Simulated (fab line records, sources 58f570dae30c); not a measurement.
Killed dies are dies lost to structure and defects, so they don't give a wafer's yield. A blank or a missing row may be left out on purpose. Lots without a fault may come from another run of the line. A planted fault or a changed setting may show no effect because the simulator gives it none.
fab line records | flow berkeley_cmos170
record lots=5 wafers=15 last_day=12
route steps=331 shown M1@246 V1@254 M2@271
lots that met no fault: from a run of the same line without faults
start_h: hours from the record's first day to the start of the lot's first wafer shown | wait_h: hours since the lot's step before | " the same as in the row above | L1.1+2: a row that stands for several wafers | - no value, or no start given | * or withheld: withheld | < > ~ a bound
route shown NAME@n: a module of which the file shows steps, and the number in the route of the first | usual: mean/standard deviation of fault-free wafers | same: alike in all rows | chamber/n: place in a boat | sites: the reading at each site | _std_site: their standard deviation | _edge_site: outer sites' mean less inner sites' | radius_mm: how far each site lies from the wafer's centre | mask NAME#n: copy n | behind: the tool/chamber that last shaped the wafer | hold: why the lot was held/for how many hours/how that ended | device: the transistor (n, p or np) that didn't switch | end of line: the same wafers' tests at the end of the route | a step without rows: its recipe alone | killed: dies lost to structure and defects at the first sort, not the wafer's yield | map: a wafer's dies, x killed, . not, _ none there
set.NAME: the setting as run; set.NAME@STEP: as run at that earlier step | model.NAME: the simulator's own value behind a step, which no gauge read
lots at some steps of the route; a table a step, a row a wafer
services: from which hour (start_h, from the record's first day; less than 0 if before it) a tool's chamber was out of use, for how many hours, and why
## steps
# step UCB170_M1_DEVELOP_08
# recipe developer=TMAH develop_time_s=45 resist=KrF dev_temp_c=21
# columns lot.wafer tool chamber start_h wait_h
L081.1+2+5 litho_track-03 0 - -
L080.2+3+6 litho_track-01 0 - -
L083.1+2+6 litho_track-03 0 - -
L089.4+5+6 litho_track-03 0 - -
L095.2+4+6 litho_track-04 0 - -
# step UCB170_M1_CD_MEAS_09
# recipe target_cd_nm=700
# usual cd_nm=699.8/1.7
# columns lot.wafer tool chamber start_h wait_h cd_nm
L081.1 cd_sem-01 - 186.91 - 700.4
L081.2 " - " " 698.1
L081.5 " - " " 699.6
L080.2 cd_sem-01 - 188.49 - 698.6
L080.3 " - " " 699.8
L080.6 " - " " 698.5
L083.1 cd_sem-01 - 207.50 - 701.2
L083.2 " - " " 700.9
L083.6 " - " " 701.4
L089.4 cd_sem-01 - 233.96 - 697.8
L089.5 " - " " 699.1
L089.6 " - " " 697.6
L095.2 cd_sem-01 - 260.97 - 700.5
L095.4 " - " " 700.2
L095.6 " - " " 700.4
# step UCB170_M1_OVL_MEAS_10
# usual M1_OVL=1/4.9
# columns lot.wafer tool chamber start_h wait_h M1_OVL[nm]
L081.1 overlay-01 - 187.03 0.1 1
L081.2 " - " " 7
L081.5 " - " " 4
L080.2 overlay-01 - 188.60 0.1 7
L080.3 " - " " 0
L080.6 " - " " 5
L083.1 overlay-02 - 207.62 0.1 0
L083.2 " - " " -5
L083.6 " - " " 2
L089.4 overlay-02 - 234.04 0.1 -8
L089.5 " - " " 3
L089.6 " - " " -5
L095.2 overlay-02 - 261.08 0.1 7
L095.4 " - " " 6
L095.6 " - " " 13
# step UCB170_M1_ETCH_11
# recipe chemistry=N2/H2 target_depth_a=withheld overetch_a=withheld target=BARC time_s=withheld source_w=500 bias_w=100 pressure_mtorr=30 n2_flow_sccm=100 h2_flow_sccm=200
# usual drypump_motor_current_A=5.5/0.45 oes_product_au=0.999/0.017 throttle_valve_pct=13.30/0.14
# columns lot.wafer tool chamber start_h wait_h drypump_motor_current_A oes_product_au throttle_valve_pct
L081.1 rie_diel-02 2 187.07 0.0 6.0 1.013 13.32
L081.2 " 0 " " 5.0 1.005 13.06
L081.5 " 1 " " 5.4 1.010 13.24
L080.2 rie_diel-02 0 188.63 0.0 5.1 1.001 13.05
L080.3 " 1 " " 5.4 1.017 13.23
L080.6 " 2 " " 5.9 1.024 13.35
L083.1 rie_diel-02 1 207.65 0.0 5.4 1.013 13.23
L083.2 " 0 " " 5.1 1.008 13.06
L083.6 " 0 " " 5.0 1.011 13.05
L089.4 rie_diel-02 1 234.08 0.0 5.4 1.002 13.24
L089.5 " 2 " " 6.0 0.997 13.34
L089.6 " 0 " " 5.0 0.995 13.06
L095.2 rie_diel-04 3 261.11 0.0 5.2 0.991 13.42
L095.4 " 1 " " 5.3 0.961 13.38
L095.6 " 3 " " 5.2 0.997 13.43
# step UCB170_M1_METAL_ETCH_12
# recipe chemistry=Cl2/BCl3 target=Al stop_on=PSG pressure_mtorr=12 target_depth_a=7800 over_etch_frac=0.3 time_s=130 icp_w=600 bias_w=120 Cl2_flow_sccm=90 bcl3_flow_sccm=45
# usual drypump_motor_current_A=6.0/0.44 oes_product_au=0.847/0.014 throttle_valve_pct=24.47/0.15
# same over_etch_frac=0.3 time_s=130
# columns lot.wafer tool chamber start_h wait_h drypump_motor_current_A oes_product_au rf_hours_counter_h throttle_valve_pct
L081.1 rie_metal-02 0 187.11 - 6.6 0.844 5 24.60
L081.2 " 1 " " 6.0 0.850 10 24.61
L081.5 " 0 " " 6.6 0.838 - 24.61
L080.2 rie_metal-01 1 188.67 - 6.2 0.847 2 24.38
L080.3 " 1 " " 6.2 0.841 - 24.38
L080.6 " 0 " " 6.1 0.830 - 24.23
L083.1 rie_metal-01 1 207.69 - 6.2 0.839 2 24.39
L083.2 " 0 " " 6.1 0.846 5 24.23
L083.6 " 1 " " 6.2 0.835 - 24.39
L089.4 rie_metal-02 0 234.14 - 6.6 0.845 - 24.59
L089.5 " 0 " " 6.6 0.850 - 24.60
L089.6 " 1 " " 5.9 0.853 - 24.62
L095.2 rie_metal-01 1 261.15 - 6.2 0.833 4 24.37
L095.4 " 0 " " 6.1 0.839 - 24.22
L095.6 " 0 " " 6.1 0.848 - 24.24
# step UCB170_M1_STRIP_13
# recipe chemistry=O2 power_w=400 pressure_mtorr=3500 platen_temp_c=withheld o2_flow_sccm=400 overash_fraction=0.5
# usual drypump_motor_current_A=5.6/0.43 oes_product_au=0.720/0.0047
# columns lot.wafer tool chamber start_h wait_h drypump_motor_current_A oes_product_au rf_hours_counter_h
L081.1 plasma_asher-03 1 187.24 0.1 5.9 0.716 45
L081.2 " 0 " " 5.7 0.721 45
L081.5 " 1 " " 6.0 0.724 -
L080.2 plasma_asher-03 1 188.80 0.1 6.0 0.727 45
L080.3 " 1 " " 5.9 0.717 -
L080.6 " 1 " " 6.0 0.718 -
L083.1 plasma_asher-01 0 207.83 0.1 5.1 0.722 10
L083.2 " 1 " " 6.2 0.719 10
L083.6 " 1 " " 6.3 0.716 -
L089.4 plasma_asher-04 0 234.26 0.1 5.5 0.724 -
L089.5 " 1 " " 5.2 0.720 -
L089.6 " 0 " " 5.5 0.723 -
L095.2 plasma_asher-01 0 261.28 0.1 5.1 0.721 17
L095.4 " 1 " " 6.2 0.719 -
L095.6 " 1 " " 6.2 0.709 -
# step UCB170_M1_CD_MEAS_90
# recipe target_cd_nm=700
# usual cd_nm=700.0/2.2
# columns lot.wafer tool chamber start_h wait_h cd_nm
L081.1 cd_sem-01 - 187.34 0.1 699.9
L081.2 " - " " 697.5
L081.5 " - " " 699.8
L080.2 cd_sem-01 - 188.92 0.1 698.6
L080.3 " - " " 702.0
L080.6 " - " " 697.0
L083.1 cd_sem-01 - 207.93 0.1 704.9
L083.2 " - " " 702.7
L083.6 " - " " 703.5
L089.4 cd_sem-01 - 234.44 0.1 698.4
L089.5 " - " " 698.9
L089.6 " - " " 698.8
L095.2 cd_sem-02 - 261.40 0.1 702.4
L095.4 " - " " 701.4
L095.6 " - " " 702.9
# step UCB170_M1_ANNEAL_14
# recipe temp_c=400 time_s=1200 ambient=forming_gas
# usual tube_center_temp_C=400/0.034
# same time_s=1200
# columns lot.wafer tool chamber start_h wait_h tube_center_temp_C
L080.2 - - 191.17 2.2 399.98
L080.3 " - " " 400.02
L080.6 " - " " 399.98
L081.1 - - 191.17 3.8 399.95
L081.2 " - " " 400.01
L081.5 " - " " 400.02
L083.1 - - 211.31 3.4 399.96
L083.2 " - " " 399.95
L083.6 " - " " 400.01
L089.4 - - 237.48 3.0 399.98
L089.5 " - " " 400
L089.6 " - " " 399.97
L095.2 - - 266.55 5.1 399.98
L095.4 " - " " 400.01
L095.6 " - " " 400.03
# step UCB170_V1_CVD_00
# recipe material=SiO2 target_thk_nm=2000 temp_c=390 precursor=TEOS/O2 time_s=250 rf_w=550 pressure_mtorr=9000
# usual heater_power_w=279/64 pressure_mtorr=9004/17
# same time_s=250
# columns lot.wafer tool chamber start_h wait_h heater_power_w pressure_mtorr
L080.2 pecvd-03 0 192.50 0.0 357 8984
L080.3 " 1 " " 219 8984
L080.6 " 0 " " 423 8997
L081.1 pecvd-01 1 192.50 0.0 250 8988
L081.2 " 0 " " 310 9011
L081.5 " 0 " " 250 8995
L083.1 pecvd-03 0 212.65 0.0 333 9031
L083.2 " 1 " " 201 9010
L083.6 " 1 " " 249 9009
L089.4 pecvd-01 2 238.89 0.1 252 9013
L089.5 " 1 " " 303 8974
L089.6 " 0 " " 251 9006
L095.2 pecvd-04 1 267.88 0.0 297 8996
L095.4 " 1 " " 219 9008
L095.6 " 0 " " 173 8985
# step UCB170_V1_THK_MEAS_01
# recipe reads=SiO2_of_V1_CVD_00
# usual V1_TEOS_THK=2004/25
# columns lot.wafer tool chamber start_h wait_h V1_TEOS_THK[nm]
L081.1 film_metro-01 - 192.65 0.1 1989
L081.2 " - " " 1965
L081.5 " - " " 2002
L080.2 film_metro-02 - 192.66 0.1 2036
L080.3 " - " " 2040
L080.6 " - " " 2055
L083.1 film_metro-04 - 212.80 0.1 2034
L083.2 " - " " 1980
L083.6 " - " " 2031
L089.4 film_metro-04 - 239.00 0.0 1991
L089.5 " - " " 2002
L089.6 " - " " 2011
L095.2 film_metro-04 - 268.05 0.1 2003
L095.4 " - " " 2022
L095.6 " - " " 2014
# step UCB170_V1_CMP_02
# recipe material=SiO2 down_force_psi=6 platen_rpm=60 pad_velocity_m_s=0.75398
# usual edge_zone_pressure_frac=1.000/0.0059 head_pressure_psi=5.999/0.014 motor_current_A=15.7/0.87 slurry_filter_dp_kPa=13.49/0.14
# columns lot.wafer tool chamber start_h wait_h edge_zone_pressure_frac head_pressure_psi motor_current_A slurry_filter_dp_kPa
L081.2 cmp-01 2 192.76 0.1 1.007 5.996 17.9 13.59
L081.1 " 3 " " 1.012 5.996 15.9 13.51
L081.5 " 2 " " 1.000 6.016 16.1 13.57
L080.2 cmp-02 0 192.81 0.1 1.004 5.999 15.1 13.50
L080.3 " 1 " " 0.992 5.977 15.7 13.66
L080.6 " 2 " " 0.996 6.014 15.1 13.55
L083.1 cmp-02 2 212.91 0.1 1.004 6.020 14.6 13.34
L083.2 " 3 " " 0.997 6.034 14.0 13.72
L083.6 " 1 " " 0.996 5.999 15.8 13.50
L089.4 cmp-01 1 239.08 0.1 1.002 6.001 15.8 13.48
L089.6 " 0 " " 1.004 5.998 15.7 13.45
L089.5 " 1 " " 0.997 5.999 15.9 13.65
L095.4 cmp-01 0 268.15 0.1 1.006 5.988 15.3 13.31
L095.2 " 1 " " 1.001 6.019 15.8 13.56
L095.6 " 3 " " 0.993 6.023 15.5 13.62
# step UCB170_V1_BOW_MEAS_03
# recipe mode=bow
# usual V1_BOW=19/7.1
# columns lot.wafer tool chamber start_h wait_h V1_BOW[um]
L081.1 film_metro-04 - 193.01 0.1 16
L081.2 " - " " 14
L081.5 " - " " 16
L080.2 film_metro-01 - 193.03 0.2 16
L080.3 " - " " 24
L080.6 " - " " 30
L083.1 film_metro-01 - 213.16 0.2 29
L083.2 " - " " 23
L083.6 " - " " 16
L089.4 film_metro-04 - 239.39 0.3 12
L089.5 " - " " 18
L089.6 " - " " 25
L095.2 film_metro-02 - 268.42 0.2 25
L095.4 " - " " 24
L095.6 " - " " 28
# step UCB170_V1_THK_MEAS_04
# recipe reads=SiO2_of_V1_CVD_00
# usual V1_POLISHED_THK=999.7/1.2
# columns lot.wafer tool chamber start_h wait_h V1_POLISHED_THK[nm]
L081.1 film_metro-04 - 193.13 0.1 999.9
L081.2 " - " " 1001.8
L081.5 " - " " 1001.0
L080.2 film_metro-01 - 193.14 0.1 1000.7
L080.3 " - " " 1000.3
L080.6 " - " " 1000.0
L083.1 film_metro-01 - 213.28 0.1 1000.2
L083.2 " - " " 999.0
L083.6 " - " " 999.0
L089.4 film_metro-04 - 239.48 0.1 1000.0
L089.5 " - " " 999.8
L089.6 " - " " 1000.6
L095.2 film_metro-02 - 268.53 0.1 1002.0
L095.4 " - " " 1000.2
L095.6 " - " " 1000.8
# step UCB170_V1_CLEAN_05
# recipe chemistry=DIW
# columns lot.wafer tool chamber start_h wait_h
L080.2+3+6 wet_bench-02 3 193.19 0.0
L081.1+2+5 wet_bench-02 1 193.19 0.1
L083.1+2+6 wet_bench-03 1 213.34 0.1
L089.4+5+6 wet_bench-01 2 240.31 0.8
L095.2+4+6 wet_bench-01 3 268.58 0.0
# step UCB170_V1_HMDS_06
# recipe prime_time_s=60 prime_temp_c=100
# columns lot.wafer tool chamber start_h wait_h
L080.2+3+6 litho_track-01 0 193.76 0.3
L081.1+2+5 litho_track-04 0 193.93 0.5
L083.1+2+6 litho_track-01 0 213.52 0.0
L089.4+5+6 litho_track-04 0 240.56 0.1
L095.2+4+6 litho_track-01 0 269.08 0.3
# step UCB170_V1_COAT_07
# recipe resist=KrF spin_rpm=1500 resist_thk_nm=900
# columns lot.wafer tool chamber start_h wait_h
L080.2+3+6 litho_track-01 0 193.91 0.1
L081.1+2+5 litho_track-04 0 194.08 0.1
L083.1+2+6 litho_track-01 0 213.67 0.1
L089.4+5+6 litho_track-04 0 240.71 0.1
L095.2+4+6 litho_track-01 0 269.23 0.1
# step UCB170_V1_SOFTBAKE_08
# recipe resist=KrF temp_c=130 time_s=60
# usual plate_temp_C=129.97/0.14
# same time_s=60
# columns lot.wafer tool chamber start_h wait_h plate_temp_C
L080.2 litho_track-01 0 194.06 0.1 130.04
L080.3 " 0 " " 130.15
L080.6 " 0 " " 130.15
L081.1 litho_track-04 0 194.23 0.1 129.88
L081.2 " 0 " " 129.79
L081.5 " 0 " " 129.82
L083.1 litho_track-01 0 213.82 0.1 129.88
L083.2 " 0 " " 130.04
L083.6 " 0 " " 129.99
L089.4 litho_track-04 0 240.86 0.1 129.73
L089.5 " 0 " " 129.86
L089.6 " 0 " " 130.01
L095.2 litho_track-01 0 269.38 0.1 129.83
L095.4 " 0 " " 129.87
L095.6 " 0 " " 129.98
# step UCB170_V1_EXPOSE_09
# recipe mask_id=VIA1 target_cd_nm=700 na=0.5 sigma_outer=0.6 source_shape=conventional dose_mj=37
# same sigma_outer=0.6
# columns lot.wafer tool chamber start_h wait_h mask
L080.2+3+6 krf_scanner-01 0 194.33 0.2 VIA1#0
L081.1+2+5 krf_scanner-02 0 194.55 0.3 VIA1#0
L083.1+2+6 krf_scanner-01 0 214.09 0.2 VIA1#0
L089.4+5+6 krf_scanner-02 0 241.12 0.2 VIA1#0
L095.2+4+6 krf_scanner-01 0 269.72 0.3 VIA1#0
# step UCB170_V1_PEB_10
# recipe peb_temp_c=130 peb_time_s=withheld resist=KrF
# usual plate_temp_C=129.97/0.13
# columns lot.wafer tool chamber start_h wait_h plate_temp_C
L080.2 litho_track-04 0 195.30 1.0 130.10
L080.3 " 0 " " 130.11
L080.6 " 0 " " 130.16
L081.1 litho_track-02 0 195.34 0.8 129.88
L081.2 " 0 " " 130.10
L081.5 " 0 " " 130.26
L083.1 litho_track-02 0 214.47 0.4 129.91
L083.2 " 0 " " 129.87
L083.6 " 0 " " 129.88
L089.4 litho_track-01 0 241.44 0.3 129.85
L089.5 " 0 " " 129.78
L089.6 " 0 " " 129.95
L095.2 litho_track-02 0 269.84 0.1 129.90
L095.4 " 0 " " 129.75
L095.6 " 0 " " 129.89
# step UCB170_V1_DEVELOP_11
# recipe developer=TMAH develop_time_s=45 resist=KrF dev_temp_c=21
# columns lot.wafer tool chamber start_h wait_h
L080.2+3+6 litho_track-04 0 - -
L081.1+2+5 litho_track-02 0 - -
L083.1+2+6 litho_track-02 0 - -
L089.4+5+6 litho_track-01 0 - -
L095.2+4+6 litho_track-02 0 - -
# step UCB170_V1_CD_MEAS_12
# recipe target_cd_nm=700
# usual cd_nm=700.5/1.3
# columns lot.wafer tool chamber start_h wait_h cd_nm
L080.2 cd_sem-01 - 195.57 - 697.6
L080.3 " - " " 697.6
L080.6 " - " " 699.5
L081.1 cd_sem-02 - 195.62 - 700.3
L081.2 " - " " 699.4
L081.5 " - " " 699.7
L083.1 cd_sem-02 - 214.75 - 699.9
L083.2 " - " " 699.6
L083.6 " - " " 699.8
L089.4 cd_sem-01 - 241.70 - 700.1
L089.5 " - " " 701.4
L089.6 " - " " 699.5
L095.2 cd_sem-01 - 270.11 - 701.1
L095.4 " - " " 700.6
L095.6 " - " " 700.5
# step UCB170_V1_OVL_MEAS_13
# usual V1_OVL=2/5
# columns lot.wafer tool chamber start_h wait_h V1_OVL[nm]
L080.2 overlay-01 - 195.68 0.1 7
L080.3 " - " " 9
L080.6 " - " " 1
L081.1 overlay-02 - 195.74 0.1 1
L081.2 " - " " 3
L081.5 " - " " 4
L083.1 overlay-02 - 214.87 0.1 -12
L083.2 " - " " -8
L083.6 " - " " 0
L089.4 overlay-01 - 241.78 0.1 1
L089.5 " - " " 6
L089.6 " - " " 1
L095.2 overlay-01 - 270.22 0.1 -2
L095.4 " - " " 3
L095.6 " - " " 4
# step UCB170_V1_ETCH_14
# recipe chemistry=CHF3/CF4/Ar target=SiO2 stop_on=Al CHF3_flow_sccm=45 cf4_flow_sccm=15 Ar_flow_sccm=150 pressure_mtorr=200 rf_w=700 target_depth_a=12500 over_etch_frac=0.25 time_s=291
# usual drypump_motor_current_A=5.5/0.44 oes_product_au=0.870/0.015 throttle_valve_pct=6.97/0.12
# same over_etch_frac=0.25 time_s=291
# columns lot.wafer tool chamber start_h wait_h drypump_motor_current_A oes_product_au rf_hours_counter_h throttle_valve_pct
L080.2 rie_diel-01 2 195.71 0.0 5.7 0.893 14 7.06
L080.3 " 3 " " 5.3 0.852 112 6.91
L080.6 " 3 " " 5.3 0.852 - 6.91
L081.1 rie_diel-04 0 195.77 0.0 5.2 0.852 16 7.07
L081.2 " 2 " " 6.6 0.887 139 7.05
L081.5 " 2 " " 6.6 0.876 - 7.06
L083.1 rie_diel-04 3 214.90 0.0 5.2 0.864 3 6.97
L083.2 " 1 " " 5.3 0.850 123 7.02
L083.6 " 1 " " 5.3 0.856 - 7.03
L089.4 rie_diel-04 3 241.89 0.1 5.2 0.872 - 6.95
L089.5 " 0 " " 5.2 0.846 - 7.07
L089.6 " 1 " " 5.3 0.851 - 7.02
L095.2 rie_diel-01 2 270.25 0.0 5.7 0.885 16 7.06
L095.4 " 1 " " 5.3 0.870 22 6.72
L095.6 " 2 " " 5.7 0.880 - 7.06
# step UCB170_V1_STRIP_15
# recipe chemistry=O2 power_w=400 pressure_mtorr=3500 platen_temp_c=withheld o2_flow_sccm=400 overash_fraction=0.5
# usual drypump_motor_current_A=5.8/0.38 oes_product_au=0.722/0.0044 strip_time_to_endpoint_s=15.32/0.089
# columns lot.wafer tool chamber start_h wait_h drypump_motor_current_A oes_product_au rf_hours_counter_h strip_time_to_endpoint_s
L080.2 plasma_asher-01 1 195.89 0.1 6.2 0.710 9 15.17
L080.3 " 0 " " 5.1 0.724 - 15.28
L080.6 " 1 " " 6.2 0.725 - 15.26
L081.1 plasma_asher-01 1 195.99 0.1 6.3 0.721 9 15.29
L081.2 " 0 " " 5.1 0.729 9 15.46
L081.5 " 0 " " 5.1 0.719 - 15.47
L083.1 plasma_asher-01 0 215.08 0.1 5.0 0.719 11 15.40
L083.2 " 1 " " 6.2 0.720 11 15.33
L083.6 " 0 " " 5.1 0.725 - 15.41
L089.4 plasma_asher-03 0 242.01 0.0 5.7 0.722 - 15.22
L089.5 " 0 " " 5.7 0.712 - 15.27
L089.6 " 1 " " 6.0 0.720 - 15.28
L095.2 plasma_asher-01 0 270.42 0.1 5.1 0.724 18 15.37
L095.4 " 0 " " 5.1 0.720 - 15.38
L095.6 " 1 " " 6.2 0.715 - 15.34
# step UCB170_V1_CD_MEAS_90
# recipe target_cd_nm=700
# usual cd_nm=700.5/1.3
# columns lot.wafer tool chamber start_h wait_h cd_nm
L080.2 cd_sem-02 - 196.01 0.1 698.9
L080.3 " - " " 698.7
L080.6 " - " " 699.6
L081.1 cd_sem-01 - 196.09 0.1 699.9
L081.2 " - " " 699.7
L081.5 " - " " 699.2
L083.1 cd_sem-02 - 215.26 0.1 699.4
L083.2 " - " " 699.6
L083.6 " - " " 699.7
L089.4 cd_sem-01 - 242.14 0.1 700.9
L089.5 " - " " 702.1
L089.6 " - " " 699.9
L095.2 cd_sem-02 - 270.54 0.1 700.2
L095.4 " - " " 700.4
L095.6 " - " " 700.2
# step UCB170_M2_PRE_CLEAN_00
# recipe gas=Ar preclean_etch_time_s=60
# columns lot.wafer tool chamber start_h wait_h
L080.2+3+6 pvd_sputter-02 - 196.11 0.1
L081.1+2+5 pvd_sputter-04 - 196.21 0.1
L083.1+2+6 pvd_sputter-03 - 215.38 0.1
L089.4+5+6 pvd_sputter-03 - 242.20 0.0
L095.2+4+6 pvd_sputter-02 - 270.64 0.1
# step UCB170_M2_SPUTTER_01
# recipe material=Al target_thk_nm=900 time_s=120 power_w=6000 chamber_pressure_pa=0.5
# usual cathode_dc_power_W=5999.9/1 throttle_valve_pct=29.9/0.86
# same time_s=120
# columns lot.wafer tool chamber start_h wait_h cathode_dc_power_W throttle_valve_pct
L080.2 pvd_sputter-02 - 196.17 0.0 6001.1 30.3
L080.3 " - " " 6001.4 30.3
L080.6 " - " " 5999.3 29.8
L081.1 pvd_sputter-04 - 196.27 0.0 6000.0 30.0
L081.2 " - " " 5999.7 30.9
L081.5 " - " " 6000.9 30.0
L083.1 pvd_sputter-03 - 215.45 0.0 5999.8 29.5
L083.2 " - " " 5999.9 29.3
L083.6 " - " " 5999.4 29.4
L089.4 pvd_sputter-03 - 242.26 0.0 5999.1 29.2
L089.5 " - " " 5999.2 29.4
L089.6 " - " " 5999.6 29.0
L095.2 pvd_sputter-02 - 270.71 0.0 6000.7 28.2
L095.4 " - " " 6000.1 30.5
L095.6 " - " " 5999.7 28.4
# step UCB170_M2_RS_MEAS_02
# recipe thk_meas_gauge=four-point-probe reads=Al_of_M2_SPUTTER_01
# usual M2_AL_RS=0.0321/0.00032
# columns lot.wafer tool chamber start_h wait_h M2_AL_RS[ohm/sq]
L080.2 film_metro-03 - 196.28 0.1 0.0317
L080.3 " - " " 0.0315
L080.6 " - " " 0.0315
L081.1 film_metro-04 - 196.36 0.0 0.0322
L081.2 " - " " 0.0321
L081.5 " - " " 0.0322
L083.1 film_metro-04 - 215.53 0.0 0.0321
L083.2 " - " " 0.0322
L083.6 " - " " 0.0321
L089.4 film_metro-02 - 242.41 0.1 0.0321
L089.5 " - " " 0.0321
L089.6 " - " " 0.0322
L095.2 film_metro-04 - 270.81 0.1 0.0323
L095.4 " - " " 0.0324
L095.6 " - " " 0.0322
# step UCB170_M2_THK_MEAS_03
# recipe thk_meas_gauge=xrf reads=Al_of_M2_SPUTTER_01
# usual M2_AL_THK=920/11
# columns lot.wafer tool chamber start_h wait_h M2_AL_THK[nm]
L080.2 film_metro-03 - 196.39 0.1 927
L080.3 " - " " 935
L080.6 " - " " 939
L081.1 film_metro-04 - 196.48 0.1 926
L081.2 " - " " 928
L081.5 " - " " 921
L083.1 film_metro-04 - 215.65 0.1 927
L083.2 " - " " 926
L083.6 " - " " 930
L089.4 film_metro-02 - 242.50 0.1 913
L089.5 " - " " 913
L089.6 " - " " 916
L095.2 film_metro-04 - 270.92 0.1 927
L095.4 " - " " 908
L095.6 " - " " 916
# step UCB170_M2_HMDS_04
# recipe prime_time_s=60 prime_temp_c=100
# columns lot.wafer tool chamber start_h wait_h
L080.2+3+6 litho_track-02 0 196.64 0.2
L081.1+2+5 litho_track-03 0 196.66 0.2
L083.1+2+6 litho_track-02 0 215.75 0.1
L089.4+5+6 litho_track-04 0 242.60 0.1
L095.2+4+6 litho_track-02 0 271.00 0.1
# step UCB170_M2_COAT_05
# recipe resist=KrF spin_rpm=1500 resist_thk_nm=900
# columns lot.wafer tool chamber start_h wait_h
L080.2+3+6 litho_track-02 0 196.79 0.1
L081.1+2+5 litho_track-03 0 196.81 0.1
L083.1+2+6 litho_track-02 0 215.90 0.1
L089.4+5+6 litho_track-04 0 242.75 0.1
L095.2+4+6 litho_track-02 0 271.15 0.1
# step UCB170_M2_SOFTBAKE_06
# recipe resist=KrF temp_c=130 time_s=60
# usual plate_temp_C=130.02/0.13
# same time_s=60
# columns lot.wafer tool chamber start_h wait_h plate_temp_C
L080.2 litho_track-02 0 196.94 0.1 129.90
L080.3 " 0 " " 129.91
L080.6 " 0 " " 129.94
L081.1 litho_track-03 0 196.96 0.1 129.75
L081.2 " 0 " " 129.91
L081.5 " 0 " " 129.92
L083.1 litho_track-02 0 216.05 0.1 129.98
L083.2 " 0 " " 130.05
L083.6 " 0 " " 130.16
L089.4 litho_track-04 0 242.90 0.1 130.24
L089.5 " 0 " " 130.21
L089.6 " 0 " " 130.18
L095.2 litho_track-02 0 271.30 0.1 129.81
L095.4 " 0 " " 129.93
L095.6 " 0 " " 130.17
# step UCB170_M2_STRIP_07
# recipe chemistry=O2 power_w=400 pressure_mtorr=3500 platen_temp_c=withheld o2_flow_sccm=400 overash_fraction=0.5
# usual drypump_motor_current_A=5.65/0.27 oes_product_au=0.735/0.0042 strip_time_to_endpoint_s=21.91/0.071
# columns lot.wafer tool chamber start_h wait_h drypump_motor_current_A oes_product_au rf_hours_counter_h strip_time_to_endpoint_s
L080.2 plasma_asher-04 0 197.07 0.1 5.46 0.732 42 21.92
L080.3 " 0 " " 5.46 0.737 - 22.00
L080.6 " 0 " " 5.45 0.737 - 22.04
L081.1 plasma_asher-02 0 197.11 0.1 5.70 0.734 51 21.92
L081.2 " 1 " " 5.94 0.731 51 21.95
L081.5 " 0 " " 5.66 0.738 - 21.97
L083.1 plasma_asher-03 1 216.20 0.1 5.96 0.738 47 21.80
L083.2 " 0 " " 5.72 0.729 47 21.85
L083.6 " 1 " " 5.95 0.732 - 21.87
L089.4 plasma_asher-04 1 243.01 0.1 5.17 0.733 - 21.98
L089.5 " 1 " " 5.19 0.739 - 21.99
L089.6 " 0 " " 5.44 0.742 - 21.98
L095.2 plasma_asher-02 0 271.42 0.1 5.67 0.740 60 21.84
L095.4 " 1 " " 5.93 0.734 - 21.90
L095.6 " 1 " " 5.93 0.736 - 21.81
# step UCB170_M2_STRIP_08
# recipe chemistry=DMSO temp_c=80 time_s=600 material=KrF
# same time_s=600
# columns lot.wafer tool chamber start_h wait_h
L080.2+3+6 wet_bench-03 2 197.17 0.1
L081.1+2+5 wet_bench-04 0 197.24 0.1
L083.1+2+6 wet_bench-04 0 216.30 0.1
L089.4+5+6 wet_bench-04 2 243.08 0.0
L095.2+4+6 wet_bench-02 1 271.52 0.1
# step UCB170_M2_COAT_09
# recipe resist=BARC temp_c=withheld time_s=withheld spin_rpm=3000 resist_thk_nm=withheld
# columns lot.wafer tool chamber start_h wait_h
L081.1+2+5 litho_track-03 0 197.42 0.0
L080.2+3+6 litho_track-04 0 197.65 0.1
L083.1+2+6 litho_track-03 0 216.47 0.0
L089.4+5+6 litho_track-02 0 243.59 0.3
L095.2+4+6 litho_track-03 0 272.14 0.3
# step UCB170_M2_COAT_10
# recipe resist=KrF spin_rpm=1500 resist_thk_nm=900
# columns lot.wafer tool chamber start_h wait_h
L081.1+2+5 litho_track-03 0 - -
L080.2+3+6 litho_track-04 0 - -
L083.1+2+6 litho_track-03 0 - -
L089.4+5+6 litho_track-02 0 - -
L095.2+4+6 litho_track-03 0 - -
# step UCB170_M2_SOFTBAKE_11
# recipe resist=KrF temp_c=130 time_s=60
# usual plate_temp_C=130.03/0.14
# same time_s=60
# columns lot.wafer tool chamber start_h wait_h plate_temp_C
L081.1 litho_track-03 0 - - 130.06
L081.2 " 0 " " 129.96
L081.5 " 0 " " 129.86
L080.2 litho_track-04 0 - - 130.00
L080.3 " 0 " " 130.01
L080.6 " 0 " " 130.17
L083.1 litho_track-03 0 - - 130.05
L083.2 " 0 " " 130.18
L083.6 " 0 " " 129.91
L089.4 litho_track-02 0 - - 130.06
L089.5 " 0 " " 130.27
L089.6 " 0 " " 130.10
L095.2 litho_track-03 0 - - 130.09
L095.4 " 0 " " 130.01
L095.6 " 0 " " 129.96
# step UCB170_M2_EXPOSE_12
# recipe mask_id=METAL2 target_cd_nm=700 na=0.5 sigma_outer=0.6 source_shape=conventional dose_mj=26
# same sigma_outer=0.6
# columns lot.wafer tool chamber start_h wait_h mask
L081.1+2+5 krf_scanner-02 0 197.87 - METAL2#0
L080.2+3+6 krf_scanner-01 0 198.22 - METAL2#0
L083.1+2+6 krf_scanner-01 0 217.05 - METAL2#0
L089.4+5+6 krf_scanner-02 0 244.15 - METAL2#0
L095.2+4+6 krf_scanner-02 0 272.71 - METAL2#0
## services
# columns tool chamber start_h hours kind
krf_scanner-02 - 163.27 0.8 repair
krf_scanner-02 - 170.00 0.8 pm
pvd_sputter-03 - 173.29 4.3 repair
cmp-02 - 173.47 1.3 repair
cmp-01 - 174.25 1.9 repair
pvd_sputter-03 - 182.94 12.2 repair
furnace-01 - 184.13 4.4 pm
rie_diel-02 3 188.18 9.8 repair
plasma_asher-03 - 189.73 14.6 pm
krf_scanner-01 - 200.49 1.3 pm
rie_diel-01 - 201.42 14.6 pm
krf_scanner-02 - 203.30 1.0 pm
cmp-02 - 204.55 1.7 repair
krf_scanner-02 - 210.45 1.3 pm
pecvd-03 - 216.86 2.8 pm
rie_diel-04 3 217.79 7.2 repair
plasma_asher-03 - 226.06 8.7 repair
krf_scanner-02 - 228.55 6.2 repair
cmp-01 - 230.76 2.8 repair
plasma_asher-01 - 246.68 1.2 repair
rie_diel-02 1 249.88 3.9 repair
krf_scanner-01 - 256.96 1.0 pm
plasma_asher-03 - 260.01 22.1 pm
rie_diel-04 - 264.89 2.2 repair
## key
fault none
